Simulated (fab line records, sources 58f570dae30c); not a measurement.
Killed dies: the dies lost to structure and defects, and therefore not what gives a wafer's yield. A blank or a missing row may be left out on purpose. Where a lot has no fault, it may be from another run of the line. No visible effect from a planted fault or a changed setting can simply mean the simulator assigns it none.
Which tool was responsible? || flow berkeley-cmos170 || 7 lots with 21 wafers sampled at 2 steps, on a route of 331 steps

## WHAT THE GAUGES SHOWED, per wafer
UCB170_NWELL_THK_MEAS_05.
{"lot": "L512", "measured": "day 2 13:45", "on": "film-metro-03", "NWELL_NITRIDE_THK (nm)": "222.6 221.7 220.7"}
{"lot": "L515", "measured": "day 3 06:19", "on": "film-metro-03", "NWELL_NITRIDE_THK (nm)": "225.1 222.9 223.5"}
{"lot": "L518", "measured": "day 4 01:07", "on": "film-metro-01", "NWELL_NITRIDE_THK (nm)": "223.1 221.2 220.6"}
{"lot": "L525", "measured": "day 4 23:54", "on": "film-metro-01", "NWELL_NITRIDE_THK (nm)": "222.9 224.7 224.9"}
{"lot": "L527", "measured": "day 5 16:57", "on": "film-metro-01", "NWELL_NITRIDE_THK (nm)": "198.2 198.1 197.3 198.1 198.0 197.3"}
{"lot": "L530", "measured": "day 5 23:55", "on": "film-metro-01", "NWELL_NITRIDE_THK (nm)": "221.0 220.6 221.9"}
{"lot": "L533", "measured": "day 6 20:24", "on": "film-metro-04", "NWELL_NITRIDE_THK (nm)": "226.9 227.4 226.6"}

## TOOL THAT RAN EACH LOT (tool first, then ch and the chambers of the sampled wafers, then the start)
{"lot": "L512", "UCB170_NWELL_CVD_04": "lpcvd-02 ch 1, day 2 11:49"}
{"lot": "L515", "UCB170_NWELL_CVD_04": "lpcvd-01 ch 0, day 3 04:22"}
{"lot": "L518", "UCB170_NWELL_CVD_04": "lpcvd-02 ch 0, day 3 22:13"}
{"lot": "L525", "UCB170_NWELL_CVD_04": "lpcvd-01 ch 0, day 4 21:58"}
{"lot": "L527", "UCB170_NWELL_CVD_04": "lpcvd-01 ch 0, day 5 15:01"}
{"lot": "L530", "UCB170_NWELL_CVD_04": "lpcvd-02 ch 0, day 5 21:58"}
{"lot": "L533", "UCB170_NWELL_CVD_04": "lpcvd-02 ch 0, day 6 18:28"}
- UCB170_NWELL_CVD_04: deposits Si3N4 from SiH2Cl2/NH3, target thk 224 nm, time 3360 s.

## THE ANSWER, worked out from the rows above alone
Rule: what is usual is taken from the lots themselves. The widest of any qualifying gaps counts: lots, ordered by their means at a reading, are off when they make up no more than a third of the lots, leave a main group of 4 or more, and stand apart from it by 3 or more times the standard deviation of that group's means. A main group whose means are all the same, to the digits that the tables above print for the reading, isn't used. Also off: a lot with no number at a reading for which 4 or more lots have one. The other lots that the step has rows for count as sound.
Off: at UCB170_NWELL_THK_MEAS_05 (NWELL_NITRIDE_THK), L527. Mean 223.2 nm and standard deviation 2 in the main group.
If a tool, at a process step before that reading, ran all the lots that are off and no sound lot after the first of them, it fits. Gauges at UCB170_NWELL_THK_MEAS_05: tried the same way as those tools. One fits: lpcvd-01 at UCB170_NWELL_CVD_04. A fault onset in the window from L525 (day 4 21:58, its last sound lot) to L527 (day 5 15:01, its first lot off) fits.

## WHAT THE SIMULATOR HAD INSERTED
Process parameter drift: lpcvd-01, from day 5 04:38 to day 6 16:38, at UCB170_NWELL_CVD_04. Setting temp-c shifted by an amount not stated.
Lots struck among those shown: L527. Same finding as the rule above.
